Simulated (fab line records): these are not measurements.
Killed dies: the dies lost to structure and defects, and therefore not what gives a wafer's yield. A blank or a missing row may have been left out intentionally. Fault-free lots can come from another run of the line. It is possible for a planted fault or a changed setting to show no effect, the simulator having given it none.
fab line records	flow ritCmos
record lots=5	wafers=23
route steps=202 shown ACTIVE@4 FOX2@25 NWELL@29 PWELL@47 PRETRO@65 GATE@84 REOX@101 NLDD@111 M1@202
startH: hours from the record's opening day to when the first of the lot's shown wafers began	waitH: hours elapsed since this lot's preceding step	" the same as in the row above	L1.1+2: a row that stands for several wafers	- value missing, or start not given	* or withheld: withheld	< > ~ a bound
route shown NAME@n: a module of which the file shows steps, and the number in the route of the first	usual: mean/standard deviation of fault-free wafers	same: alike in all rows	chamber/n: place in a boat	sites: per-site readings	_std_site: standard deviation of those values	_edge_site: inner sites' mean taken away from outer sites' mean	radiusMm: for every site, how far away it sits from the centre of the wafer	mask NAME#n: copy n	behind: the last tool/chamber to shape the wafer	hold: cause of the lot's hold/its duration in hours/its outcome	device: which transistor (n, p or np) failed to switch	end of line: tests run on the same wafers once the route is complete	a step with no rows: only its recipe	killed: count of dies lost to structure and defects at first sort (not the wafer's yield)	map: shows each die of a wafer: x if killed, . if not, _ if none is there
set.NAME: the setting that was run; set.NAME@STEP: the one run at that earlier step	model.NAME: the simulator's own value behind a step, which no gauge read
lots whose settings were changed on purpose; a table a step, a row a wafer
## steps
# step RIT_ACTIVE_CVD_03
# recipe material=Si3N4	targetThkNm=150	tempC=810	precursor=SiH2Cl2/NH3	timeS=1500	pressureMtorr=300	sih2cl2FlowSccm=60	nh3FlowSccm=150
lot.wafer	tool	chamber	startH	waitH	set.tempC	model.Si3N4_of_ACTIVE_CVD_03.thkNm
L076.1	-	-	-	0.1	818.8	176
L076.2	"	-	"	"	818.8	175.2
L076.3+6	"	-	"	"	818.8	175.4
L076.4	"	-	"	"	818.8	177.2
L078.2	-	-	-	0.0	801.1	127.7
L078.3	"	-	"	"	801.1	126.3
L078.4	"	-	"	"	801.1	127.1
L078.5	"	-	"	"	801.1	127.6
L078.6	"	-	"	"	801.1	127.2
L080.2	lpcvd-01	1	42.93	0.0	810	148.9
L080.3	"	1	"	"	810	149
L080.5	"	1	"	"	810	148.6
L081.1	-	-	-	0.1	830.8	215.9
L081.2+6	"	-	"	"	830.8	216.8
L081.3	"	-	"	"	830.8	215.6
L081.5	"	-	"	"	830.8	216.7
L084.1	-	-	-	0.1	830.9	217.7
L084.2	"	-	"	"	830.9	219.1
L084.3	"	-	"	"	830.9	216.2
L084.4	"	-	"	"	830.9	217.5
L084.5	"	-	"	"	830.9	216.9
# step RIT_ACTIVE_THK_MEAS_04
# recipe reads=Si3N4_of_ACTIVE_CVD_03
# usual ACTIVE_NITRIDE_THK=150.3/1.7
lot.wafer	tool	chamber	startH	waitH	set.tempC@ACTIVE_CVD_03	ACTIVE_NITRIDE_THK[nm]
L076.1	filmMetro-04	-	-	-	818.8	176.1
L076.2	"	-	"	"	818.8	175.3
L076.3	"	-	"	"	818.8	175.4
L076.4	"	-	"	"	818.8	177.2
L076.6	"	-	"	"	818.8	175.2
L078.2	filmMetro-01	-	-	-	801.1	127.7
L078.3	"	-	"	"	801.1	126.3
L078.4	"	-	"	"	801.1	127.0
L078.5	"	-	"	"	801.1	127.7
L078.6	"	-	"	"	801.1	127.3
L080.2	filmMetro-04	-	44.35	0.0	810	148.8
L080.3	"	-	"	"	810	149.0
L080.5	"	-	"	"	810	148.5
L081.1	filmMetro-03	-	-	-	830.8	215.9
L081.2	"	-	"	"	830.8	217.0
L081.3	"	-	"	"	830.8	215.6
L081.5	"	-	"	"	830.8	216.8
L081.6	"	-	"	"	830.8	216.6
L084.1	filmMetro-01	-	-	-	830.9	217.7
L084.2	"	-	"	"	830.9	219.0
L084.3	"	-	"	"	830.9	216.4
L084.4	"	-	"	"	830.9	217.3
L084.5	"	-	"	"	830.9	217.0
# step RIT_ACTIVE_COAT_06
# recipe resist=NOVOLAK	spinRpm=3250	resistThkNm=1000
lot.wafer	tool	chamber	startH	waitH	set.spinRpm	model.NOVOLAK_of_ACTIVE_COAT_06.thkNm
L076.1+4	lithoTrack-01	0	26.11	0.1	3250	1007
L076.2	"	0	"	"	3250	1008
L076.3	"	0	"	"	3250	1001
L076.6	"	0	"	"	3250	1004
L078.2	lithoTrack-02	0	35.54	0.1	3250	996.4
L078.3	"	0	"	"	3250	998.5
L078.4	"	0	"	"	3039	1035
L078.5	"	0	"	"	3039	1032
L078.6	"	0	"	"	3250	1000
L080.2	lithoTrack-02	0	44.58	0.1	3250	999.8
L080.3	"	0	"	"	3250	997.5
L080.5	"	0	"	"	3250	996.5
L081.1	lithoTrack-01	0	49.18	0.1	3398	979.6
L081.2	"	0	"	"	3398	981.8
L081.3	"	0	"	"	3250	1004
L081.5	"	0	"	"	3398	976.4
L081.6	"	0	"	"	3250	1002
L084.1	lithoTrack-02	0	63.74	0.1	3467	964.2
L084.2	"	0	"	"	3250	999.1
L084.3	"	0	"	"	3467	964.6
L084.4	"	0	"	"	3250	997.7
L084.5	"	0	"	"	3467	965.1
# step RIT_ACTIVE_SOFTBAKE_07
# recipe resist=NOVOLAK	tempC=90	timeS=60
# step RIT_ACTIVE_EXPOSE_08
# recipe maskId=M1	na=0.6	sourceShape=conventional	sigmaOuter=0.6	targetCdNm=1400	doseMj=225
# step RIT_ACTIVE_DEVELOP_10
# recipe resist=NOVOLAK	developTimeS=50	devTempC=23
# step RIT_ACTIVE_HARDBAKE_12
# recipe resist=NOVOLAK	tempC=140	timeS=60
lot.wafer	tool	chamber	startH	waitH	set.spinRpm@ACTIVE_COAT_06	model.NOVOLAK_of_ACTIVE_COAT_06.thkNm
L076.1	lithoTrack-03	0	27.06	0.1	3250	889.5
L076.2	"	0	"	"	3250	891.1
L076.3	"	0	"	"	3250	885
L076.4	"	0	"	"	3250	889.7
L076.6	"	0	"	"	3250	887.1
L078.2	lithoTrack-03	0	36.42	0.1	3250	880.6
L078.3	"	0	"	"	3250	882.5
L078.4	"	0	"	"	3039	914.7
L078.5	"	0	"	"	3039	911.9
L078.6	"	0	"	"	3250	883.7
L080.2	lithoTrack-03	0	45.40	0.1	3250	883.5
L080.3	"	0	"	"	3250	881.6
L080.5	"	0	"	"	3250	880.7
L081.1	lithoTrack-01	0	50.00	0.1	3398	866
L081.2	"	0	"	"	3398	867.8
L081.3	"	0	"	"	3250	887
L081.5	"	0	"	"	3398	863.2
L081.6	"	0	"	"	3250	885.8
L084.1	lithoTrack-02	0	64.56	0.1	3467	852.4
L084.2	"	0	"	"	3250	883
L084.3	"	0	"	"	3467	852.8
L084.4	"	0	"	"	3250	881.7
L084.5	"	0	"	"	3467	853.3
# step RIT_ACTIVE_ETCH_13
# recipe stopOn=SiO2	chemistry=SF6	target=Si3N4	timeS=210	overEtchFrac=0.4	SF6_flow_sccm=200	pressureMtorr=260	rfW=125	targetDepthA=2100
# usual oesProductAu=0.823/0.011
lot.wafer	tool	chamber	startH	waitH	set.timeS	set.tempC@ACTIVE_CVD_03	oesProductAu	model.ACTIVE.featureDepthNm	model.etch.depthNm
L076.1	rieDiel-04	0	27.21	0.1	210	818.8	0.901	176	176
L076.2	"	1	"	"	197.2	818.8	0.946	175.2	175.2
L076.3	"	3	"	"	210	818.8	0.899	175.4	175.4
L076.4	"	2	"	"	210	818.8	0.908	177.6	177.2
L076.6	"	1	"	"	197.2	818.8	0.937	175.4	175.4
L078.2	rieDiel-02	0	36.55	0.1	230.5	801.1	0.757	131.6	127.7
L078.3	"	2	"	"	210	801.1	0.746	128.7	126.3
L078.4	"	3	"	"	210	801.1	0.754	129.5	127.1
L078.5	"	2	"	"	230.5	801.1	0.744	137	127.6
L078.6	"	3	"	"	230.5	801.1	0.754	136.7	127.2
L080.2	rieDiel-03	0	45.52	0.1	210	810	0.808	150.3	148.9
L080.3	"	1	"	"	210	810	0.819	150.9	149
L080.5	"	1	"	"	210	810	0.822	150.4	148.6
L081.1	rieDiel-03	0	50.15	0.1	210	830.8	0.994	215.8	215.8
L081.2	"	2	"	"	210	830.8	0.970	205.8	205.8
L081.3	"	1	"	"	210	830.8	1.004	215.8	215.6
L081.5	"	0	"	"	210	830.8	1.003	216.8	216.7
L081.6	"	1	"	"	210	830.8	1.004	216	216
L084.1	rieDiel-02	1	64.71	0.1	210	830.9	1.011	215	215
L084.2	"	3	"	"	219.4	830.9	1.023	222.8	219.1
L084.3	"	0	"	"	219.4	830.9	0.992	211.7	211.7
L084.4	"	2	"	"	210	830.9	1.000	216	216
L084.5	"	0	"	"	219.4	830.9	0.983	209.7	209.7
# step RIT_FOX2_CLEAN_02
# recipe chemistry=dHF	dilution=50:1	timeS=180
lot.wafer	tool	chamber	startH	waitH	set.timeS
L076.1+2+3+4+6	-	-	-	0.1	195
L078.2+3+4+5+6	-	-	-	0.0	164.9
L080.2+3+5	wetBench-02	1	49.28	0.0	180
L081.1+2+3+5+6	-	-	-	0.1	193.9
L084.1+2+3+4+5	-	-	-	0.1	169.3
# step RIT_NWELL_COAT_01
# recipe resist=NOVOLAK	spinRpm=2000	resistThkNm=1300
lot.wafer	tool	chamber	startH	waitH	set.resistThkNm	model.NOVOLAK_of_NWELL_COAT_01.thkNm
L076.1	lithoTrack-01	0	32.19	0.1	1300	1299
L076.2	"	0	"	"	1300	1302
L076.3	"	0	"	"	1337	1340
L076.4	"	0	"	"	1337	1337
L076.6	"	0	"	"	1300	1297
L078.2+4	lithoTrack-04	0	42.04	0.1	1300	1305
L078.3	"	0	"	"	1300	1306
L078.5	"	0	"	"	1300	1307
L078.6	"	0	"	"	1300	1308
L080.2	lithoTrack-04	0	50.33	0.1	1300	1307
L080.3+5	"	0	"	"	1300	1303
L081.1	lithoTrack-04	0	56.62	0.1	1223	1226
L081.2	"	0	"	"	1300	1305
L081.3	"	0	"	"	1223	1227
L081.5	"	0	"	"	1223	1224
L081.6	"	0	"	"	1300	1306
L084.1	lithoTrack-02	0	74.99	0.1	1300	1295
L084.2	"	0	"	"	1300	1299
L084.3	"	0	"	"	1361	1358
L084.4	"	0	"	"	1300	1298
L084.5	"	0	"	"	1361	1359
# step RIT_NWELL_HARDBAKE_07
# recipe resist=NOVOLAK	tempC=140	timeS=120
lot.wafer	tool	chamber	startH	waitH	set.tempC	set.resistThkNm@NWELL_COAT_01	model.NOVOLAK_of_NWELL_COAT_01.thkNm
L076.1	lithoTrack-04	0	32.96	0.0	140	1300	1136
L076.2	"	0	"	"	140	1300	1139
L076.3	"	0	"	"	141.1	1337	1169
L076.4	"	0	"	"	141.1	1337	1167
L076.6	"	0	"	"	141.1	1300	1132
L078.2	lithoTrack-04	0	42.83	0.1	140	1300	1141
L078.3+5	"	0	"	"	140	1300	1143
L078.4	"	0	"	"	137.4	1300	1146
L078.6	"	0	"	"	137.4	1300	1148
L080.2	lithoTrack-04	0	51.11	0.1	140	1300	1143
L080.3	"	0	"	"	140	1300	1140
L080.5	"	0	"	"	140	1300	1139
L081.1+3	lithoTrack-02	0	57.51	0.0	136.3	1223	1080
L081.2	"	0	"	"	136.3	1300	1148
L081.5	"	0	"	"	140	1223	1071
L081.6	"	0	"	"	140	1300	1142
L084.1	lithoTrack-01	0	75.76	0.0	140	1300	1133
L084.2	"	0	"	"	137.3	1300	1141
L084.3	"	0	"	"	140	1361	1187
L084.4	"	0	"	"	140	1300	1135
L084.5	"	0	"	"	137.3	1361	1193
# step RIT_PWELL_IMPLANT_08
# recipe species=B	energyKev=170	doseCm2=7e+13	tiltDeg=7
lot.wafer	tool	chamber	startH	waitH	set.energyKev	model.implant.rpNm	model.implant.drpNm
L076.1+2+3+4+6	implanter-03	0	34.85	0.2	170	476.5	102.9
L078.2+4+5	implanter-01	0	44.61	0.2	170	489	102.9
L078.3+6	"	0	"	"	172.7	494.9	103.3
L080.2+3+5	implanter-04	0	52.90	0.2	170	480.2	102.9
L081.1+6	implanter-03	0	59.31	0.2	170	496.7	102.9
L081.2+3+5	"	0	"	"	178.8	516.5	104.3
L084.1+3	implanter-03	0	77.69	0.2	170	483.4	102.9
L084.2+4+5	"	0	"	"	178.5	501.9	104.2
# step RIT_PRETRO_COAT_01
# recipe resist=NOVOLAK	spinRpm=2000	resistThkNm=1300
lot.wafer	tool	chamber	startH	waitH	set.spinRpm	model.NOVOLAK_of_PRETRO_COAT_01.thkNm
L076.1	lithoTrack-03	0	42.67	0.1	2000	1303
L076.2	"	0	"	"	2109	1269
L076.3	"	0	"	"	2109	1263
L076.4	"	0	"	"	2000	1302
L076.6	"	0	"	"	2000	1304
L078.2	lithoTrack-02	0	52.47	0.1	1953	1313
L078.3	"	0	"	"	2000	1297
L078.4	"	0	"	"	2000	1295
L078.5	"	0	"	"	2000	1294
L078.6	"	0	"	"	1953	1310
L080.2+3+5	lithoTrack-01	0	61.23	0.1	2000	1302
L081.1+5	lithoTrack-02	0	66.88	0.1	2000	1297
L081.2	"	0	"	"	2080	1276
L081.3	"	0	"	"	2000	1294
L081.6	"	0	"	"	2080	1275
L084.1	lithoTrack-03	0	88.49	0.1	1953	1316
L084.2	"	0	"	"	1953	1311
L084.3+5	"	0	"	"	2000	1302
L084.4	"	0	"	"	2000	1304
# step RIT_PRETRO_SOFTBAKE_02
# recipe resist=NOVOLAK	tempC=90	timeS=60
# step RIT_PRETRO_EXPOSE_03
# recipe maskId=M5	na=0.57	targetCdNm=43700	doseMj=250
# step RIT_PRETRO_DEVELOP_05
# recipe resist=NOVOLAK	developTimeS=68	devTempC=23
# step RIT_PRETRO_HARDBAKE_07
# recipe resist=NOVOLAK	tempC=140	timeS=120
lot.wafer	tool	chamber	startH	waitH	set.spinRpm@PRETRO_COAT_01	model.NOVOLAK_of_PRETRO_COAT_01.thkNm
L076.1	lithoTrack-02	0	43.63	0.0	2000	1140
L076.2	"	0	"	"	2109	1110
L076.3	"	0	"	"	2109	1105
L076.4	"	0	"	"	2000	1139
L076.6	"	0	"	"	2000	1141
L078.2	lithoTrack-03	0	53.37	0.1	1953	1148
L078.3	"	0	"	"	2000	1134
L078.4	"	0	"	"	2000	1133
L078.5	"	0	"	"	2000	1132
L078.6	"	0	"	"	1953	1145
L080.2+3	lithoTrack-01	0	62.01	0.1	2000	1138
L080.5	"	0	"	"	2000	1139
L081.1+5	lithoTrack-01	0	67.77	0.0	2000	1134
L081.2	"	0	"	"	2080	1116
L081.3	"	0	"	"	2000	1132
L081.6	"	0	"	"	2080	1115
L084.1	lithoTrack-02	0	89.26	0.0	1953	1150
L084.2	"	0	"	"	1953	1146
L084.3	"	0	"	"	2000	1138
L084.4	"	0	"	"	2000	1140
L084.5	"	0	"	"	2000	1139
# step RIT_PRETRO_IMPLANT_08
# recipe species=B	energyKev=45	doseCm2=1.2e+13	tiltDeg=7
lot.wafer	tool	chamber	startH	waitH	set.energyKev	model.implant.rpNm	model.implant.drpNm
L076.1+3	implanter-02	0	43.88	0.2	47.06	153.5	56.54
L076.2+4+6	"	0	"	"	45	147.1	55.07
L078.2+4+6	implanter-04	0	53.61	0.2	46.23	146.6	55.96
L078.3+5	"	0	"	"	45	142.9	55.07
L080.2+3+5	implanter-04	0	62.25	0.2	45	142.5	55.07
L081.1+2+5	implanter-04	0	68.02	0.2	45	139.3	55.07
L081.3+6	"	0	"	"	44.15	136.8	54.45
L084.1+2+5	implanter-02	0	89.51	0.2	47.51	156.1	56.86
L084.3+4	"	0	"	"	45	148.3	55.07
# step RIT_GATE_CVD_08
# recipe material=poly-Si	targetThkNm=250	tempC=610	precursor=SiH4	timeS=2220	pressureMtorr=300	sih4FlowSccm=100
lot.wafer	tool	chamber	startH	waitH	set.sih4FlowSccm	model.poly-Si_of_GATE_CVD_08.thkNm
L076.1	-	-	-	0.1	105.1	262.5
L076.2	"	-	"	"	105.1	263.9
L076.3	"	-	"	"	105.1	261.6
L076.4	"	-	"	"	105.1	265.1
L076.6	"	-	"	"	105.1	261.9
L078.2	-	-	-	0.0	112.4	287.8
L078.3	"	-	"	"	112.4	285.3
L078.4	"	-	"	"	112.4	285.4
L078.5	"	-	"	"	112.4	284.1
L078.6	"	-	"	"	112.4	285.9
L080.2	lpcvd-02	1	71.47	0.0	100	254.2
L080.3	"	1	"	"	100	257.2
L080.5	"	1	"	"	100	255.6
L081.1	-	-	-	0.2	105.3	262.8
L081.2	"	-	"	"	105.3	263.8
L081.3	"	-	"	"	105.3	262.9
L081.5	"	-	"	"	105.3	264.2
L081.6	"	-	"	"	105.3	264.7
L084.1	-	-	-	0.1	109.4	273.2
L084.2+3	"	-	"	"	109.4	273.6
L084.4	"	-	"	"	109.4	272.2
L084.5	"	-	"	"	109.4	275
# step RIT_GATE_THK_MEAS_09
# recipe reads=poly-Si_of_GATE_CVD_08
# usual GATE_POLY_THK=251.0/2.3
lot.wafer	tool	chamber	startH	waitH	set.sih4FlowSccm@GATE_CVD_08	GATE_POLY_THK[nm]
L076.1	filmMetro-02	-	-	-	105.1	262.5
L076.2	"	-	"	"	105.1	263.9
L076.3	"	-	"	"	105.1	261.5
L076.4	"	-	"	"	105.1	264.9
L076.6	"	-	"	"	105.1	262.1
L078.2	filmMetro-04	-	-	-	112.4	287.7
L078.3	"	-	"	"	112.4	285.3
L078.4	"	-	"	"	112.4	285.5
L078.5	"	-	"	"	112.4	284.0
L078.6	"	-	"	"	112.4	285.7
L080.2	filmMetro-04	-	73.10	0.0	100	254.1
L080.3	"	-	"	"	100	257.1
L080.5	"	-	"	"	100	255.6
L081.1	filmMetro-04	-	-	-	105.3	263.0
L081.2	"	-	"	"	105.3	263.9
L081.3	"	-	"	"	105.3	262.8
L081.5	"	-	"	"	105.3	264.2
L081.6	"	-	"	"	105.3	264.8
L084.1	filmMetro-02	-	-	-	109.4	273.3
L084.2	"	-	"	"	109.4	273.4
L084.3	"	-	"	"	109.4	273.5
L084.4	"	-	"	"	109.4	272.3
L084.5	"	-	"	"	109.4	275.0
# step RIT_REOX_OXIDATION_03
# recipe tempC=900	ambient=O2	targetThkA=252	oxTimeS=5580
lot.wafer	tool	chamber	startH	waitH	set.tempC	model.SiO2_of_REOX_OXIDATION_03.thkNm
L076.1	-	-	-	1.6	908	28.17
L076.2	"	-	"	"	908	27.39
L076.3	"	-	"	"	908	27.48
L076.4	"	-	"	"	908	27.71
L076.6	"	-	"	"	908	27.65
L078.2	-	-	-	0.0	874.4	19.57
L078.3	"	-	"	"	874.4	19.61
L078.4	"	-	"	"	874.4	19.42
L078.5	"	-	"	"	874.4	19.32
L078.6	"	-	"	"	874.4	19.08
L080.2	furnace-01	0	75.22	0.0	900	24.29
L080.3	"	0	"	"	900	24.52
L080.5	"	0	"	"	900	24.26
L081.1	-	-	-	3.1	900	24.84
L081.2	"	-	"	"	900	25
L081.3	"	-	"	"	900	25.05
L081.5	"	-	"	"	900	25.1
L081.6	"	-	"	"	900	24.85
L084.1	-	-	-	2.2	926.1	32.98
L084.2	"	-	"	"	926.1	33.47
L084.3	"	-	"	"	926.1	33.43
L084.4	"	-	"	"	926.1	33.37
L084.5	"	-	"	"	926.1	33.17
# step RIT_REOX_THK_MEAS_04
# recipe reads=SiO2_of_REOX_OXIDATION_03
# usual REOX_OXIDE_THK=25.3/0.49
lot.wafer	tool	chamber	startH	waitH	set.tempC@REOX_OXIDATION_03	REOX_OXIDE_THK[nm]
L076.1	filmMetro-03	-	-	-	908	28.2
L076.2	"	-	"	"	908	27.4
L076.3	"	-	"	"	908	27.4
L076.4	"	-	"	"	908	27.7
L076.6	"	-	"	"	908	27.6
L078.2	filmMetro-02	-	-	-	874.4	19.5
L078.3	"	-	"	"	874.4	19.6
L078.4	"	-	"	"	874.4	19.4
L078.5	"	-	"	"	874.4	19.3
L078.6	"	-	"	"	874.4	19.0
L080.2	filmMetro-02	-	77.78	0.0	900	24.3
L080.3	"	-	"	"	900	24.5
L080.5	"	-	"	"	900	24.3
L081.1	filmMetro-01	-	-	-	900	24.8
L081.2	"	-	"	"	900	24.9
L081.3	"	-	"	"	900	25.0
L081.5	"	-	"	"	900	25.1
L081.6	"	-	"	"	900	24.9
L084.1	filmMetro-01	-	-	-	926.1	33.0
L084.2	"	-	"	"	926.1	33.5
L084.3	"	-	"	"	926.1	33.4
L084.4	"	-	"	"	926.1	33.3
L084.5	"	-	"	"	926.1	33.1
# step RIT_NLDD_IMPLANT_08
# recipe species=P	energyKev=20	doseCm2=5e+14	tiltDeg=7
lot.wafer	tool	chamber	startH	waitH	set.doseCm2
L076.1+3+4	implanter-04	0	56.73	0.1	4.695e+14
L076.2+6	"	0	"	"	5e+14
L078.2+5	implanter-02	0	64.67	0.1	5e+14
L078.3+4+6	"	0	"	"	4.643e+14
L080.2+3+5	implanter-01	0	79.01	0.1	5e+14
L081.1+3	implanter-04	0	84.98	0.1	5.321e+14
L081.2+5+6	"	0	"	"	5e+14
L084.1+4	implanter-02	0	102.54	0.1	5e+14
L084.2+3+5	"	0	"	"	4.759e+14
# step RIT_NLDD_STRIP_09
# recipe chemistry=O2	timeS=180	resist=NOVOLAK	platenTempC=withheld	powerW=500	pressureMtorr=4000	o2FlowSccm=4000
# step RIT_NLDD_TW_MEAS_10
# usual NLDD_TW=2522/23
lot.wafer	tool	chamber	startH	waitH	set.doseCm2@NLDD_IMPLANT_08	NLDD_TW
L076.1	filmMetro-03	-	57.05	0.1	4.695e+14	2464
L076.2	"	-	"	"	5e+14	2511
L076.3	"	-	"	"	4.695e+14	2465
L076.4	"	-	"	"	4.695e+14	2468
L076.6	"	-	"	"	5e+14	2513
L078.2	filmMetro-03	-	64.98	0.1	5e+14	2509
L078.3	"	-	"	"	4.643e+14	2472
L078.4	"	-	"	"	4.643e+14	2466
L078.5	"	-	"	"	5e+14	2513
L078.6	"	-	"	"	4.643e+14	2462
L080.2	filmMetro-01	-	79.32	0.1	5e+14	2539
L080.3	"	-	"	"	5e+14	2546
L080.5	"	-	"	"	5e+14	2558
L081.1	filmMetro-03	-	85.30	0.1	5.321e+14	2530
L081.2	"	-	"	"	5e+14	2491
L081.3	"	-	"	"	5.321e+14	2550
L081.5	"	-	"	"	5e+14	2490
L081.6	"	-	"	"	5e+14	2494
L084.1	filmMetro-03	-	102.86	0.1	5e+14	2509
L084.2	"	-	"	"	4.759e+14	2483
L084.3	"	-	"	"	4.759e+14	2490
L084.4	"	-	"	"	5e+14	2507
L084.5	"	-	"	"	4.759e+14	2461
# step RIT_M1_PROBE_99
lot.wafer	tool	chamber	startH	waitH	set.tempC@ACTIVE_CVD_03	set.timeS@FOX2_CLEAN_02	model.etest.nldd.rsOhmSq	model.etest.nmos_0p15.rOnOhmUm	model.etest.nmosTurned.driveUaUm	model.etest.pmos_0p15.rOnOhmUm	model.etest.pmos_0p3.rOnOhmUm
L076.1	prober-01	-	71.78	0.1	818.8	195	475.4	1266	222.5	3229	6842
L076.2	prober-01	-	71.83	0.1	818.8	195	431.9	1236	241.7	3225	6807
L076.3	prober-01	-	71.88	0.2	818.8	195	453	1251	235.6	3147	6774
L076.4	prober-01	-	71.93	0.2	818.8	195	461.6	1263	220.2	3200	6775
L076.6	prober-01	-	72.03	0.2	818.8	195	431.6	1238	246.2	3204	6849
L078.2	prober-01	-	80.10	0.1	801.1	164.9	285	911.1	400.2	2100	5541
L078.3	prober-01	-	80.15	0.2	801.1	164.9	303.6	985	374.6	2185	5776
L078.4	prober-01	-	80.20	0.2	801.1	164.9	305.6	1065	342.9	2491	6074
L078.5	prober-01	-	80.25	0.2	801.1	164.9	282.3	1052	358	2446	5860
L078.6	prober-01	-	80.30	0.2	801.1	164.9	298.9	1050	348.8	2427	6010
L080.2	prober-01	-	94.63	0.1	810	180	361.2	1128	321.9	2774	6370
L080.3	prober-01	-	94.68	0.2	810	180	363.6	1156	317.3	2788	6396
L080.5	prober-01	-	94.78	0.2	810	180	359.2	1156	318.5	2854	6377
L084.1	prober-01	-	118.21	0.1	830.9	169.3	635	1587	102.1	-	-
L084.2	prober-01	-	118.26	0.1	830.9	169.3	682.3	1590	89.8	-	-
L084.3	prober-01	-	118.31	0.2	830.9	169.3	683.7	1704	78.59	-	-
L084.4	prober-01	-	118.36	0.2	830.9	169.3	652.7	1628	93.57	-	-
L084.5	prober-01	-	118.41	0.2	830.9	169.3	669.8	1621	93.22	-	-
# killed by level:class
L080.2 FOX1:geometricParticle:short=1 GATE:geometricParticle:open=1 REOX:geometricParticle:open=1 SILICIDE:geometricParticle:short=1
L080.3 FOX2:geometricParticle:open=1 GATE:geometricParticle:open=1 REOX:geometricParticle:open=1 SPACER:geometricParticle:short=1 SPACER:geometricParticle:open=1
L080.5 GATE:geometricParticle:open=2 SILICIDE:geometricParticle:open=2 REOX:geometricParticle:open=1 SPACER:geometricParticle:open=1 SPACER:geometricParticle:short=1
## key
split step=RIT_ACTIVE_CVD_03	setting=tempC	stated=810	by=lot
response step=RIT_ACTIVE_CVD_03	reading=model.Si3N4_of_ACTIVE_CVD_03.thkNm	change=+24.8	per=1%	r=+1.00
response step=RIT_ACTIVE_THK_MEAS_04	reading=ACTIVE_NITRIDE_THK	change=+24.8	per=1%	r=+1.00
response step=RIT_ACTIVE_ETCH_13	reading=oesProductAu	change=+0.0679	per=1%	r=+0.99
response step=RIT_ACTIVE_ETCH_13	reading=model.ACTIVE.featureDepthNm	change=+22.7	per=1%	r=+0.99
response step=RIT_ACTIVE_ETCH_13	reading=model.etch.depthNm	change=+24	per=1%	r=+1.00
response step=RIT_M1_PROBE_99	reading=model.etest.nmos_0p15.rOnOhmUm	change=+163	per=1%	r=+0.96
response step=RIT_M1_PROBE_99	reading=model.etest.pmos_0p3.rOnOhmUm	change=+438	per=1%	r=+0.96
response step=RIT_M1_PROBE_99	reading=model.etest.nldd.rsOhmSq	change=+99.8	per=1%	r=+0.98
split step=RIT_ACTIVE_COAT_06	setting=spinRpm	stated=3250	by=wafer
response step=RIT_ACTIVE_COAT_06	reading=model.NOVOLAK_of_ACTIVE_COAT_06.thkNm	change=-5.24	per=1%	r=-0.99
response step=RIT_ACTIVE_HARDBAKE_12	reading=model.NOVOLAK_of_ACTIVE_COAT_06.thkNm	change=-4.59	per=1%	r=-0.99
split step=RIT_ACTIVE_ETCH_13	setting=timeS	stated=210	by=wafer
response none clear
split step=RIT_FOX2_CLEAN_02	setting=timeS	stated=180	by=lot
response step=RIT_M1_PROBE_99	reading=model.etest.pmos_0p3.rOnOhmUm	change=+57.2	per=1%	r=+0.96
response step=RIT_M1_PROBE_99	reading=model.etest.pmos_0p15.rOnOhmUm	change=+52.1	per=1%	r=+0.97
split step=RIT_NWELL_COAT_01	setting=resistThkNm	stated=1300	by=wafer
response step=RIT_NWELL_COAT_01	reading=model.NOVOLAK_of_NWELL_COAT_01.thkNm	change=+13.3	per=1%	r=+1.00
response step=RIT_NWELL_HARDBAKE_07	reading=model.NOVOLAK_of_NWELL_COAT_01.thkNm	change=+11.4	per=1%	r=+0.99
split step=RIT_NWELL_HARDBAKE_07	setting=tempC	stated=140	by=wafer
response none clear
split step=RIT_PWELL_IMPLANT_08	setting=energyKev	stated=170	by=wafer
response step=RIT_PWELL_IMPLANT_08	reading=model.implant.rpNm	change=+3.77	per=1%	r=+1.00
response step=RIT_PWELL_IMPLANT_08	reading=model.implant.drpNm	change=+0.269	per=1%	r=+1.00
split step=RIT_PRETRO_COAT_01	setting=spinRpm	stated=2000	by=wafer
response step=RIT_PRETRO_COAT_01	reading=model.NOVOLAK_of_PRETRO_COAT_01.thkNm	change=-6.16	per=1%	r=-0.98
response step=RIT_PRETRO_HARDBAKE_07	reading=model.NOVOLAK_of_PRETRO_COAT_01.thkNm	change=-5.31	per=1%	r=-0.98
split step=RIT_PRETRO_IMPLANT_08	setting=energyKev	stated=45	by=wafer
response step=RIT_PRETRO_IMPLANT_08	reading=model.implant.rpNm	change=+1.38	per=1%	r=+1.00
response step=RIT_PRETRO_IMPLANT_08	reading=model.implant.drpNm	change=+0.322	per=1%	r=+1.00
split step=RIT_GATE_CVD_08	setting=sih4FlowSccm	stated=100	by=lot
response step=RIT_GATE_CVD_08	reading=model.poly-Si_of_GATE_CVD_08.thkNm	change=+2.51	per=1%	r=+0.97
response step=RIT_GATE_THK_MEAS_09	reading=GATE_POLY_THK	change=+2.5	per=1%	r=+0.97
split step=RIT_REOX_OXIDATION_03	setting=tempC	stated=900	by=lot
response step=RIT_REOX_OXIDATION_03	reading=model.SiO2_of_REOX_OXIDATION_03.thkNm	change=+2.42	per=1%	r=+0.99
response step=RIT_REOX_THK_MEAS_04	reading=REOX_OXIDE_THK	change=+2.42	per=1%	r=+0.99
split step=RIT_NLDD_IMPLANT_08	setting=doseCm2	stated=5e+14	by=wafer
response step=RIT_NLDD_TW_MEAS_10	reading=NLDD_TW	change=+6.93	per=1%	r=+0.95
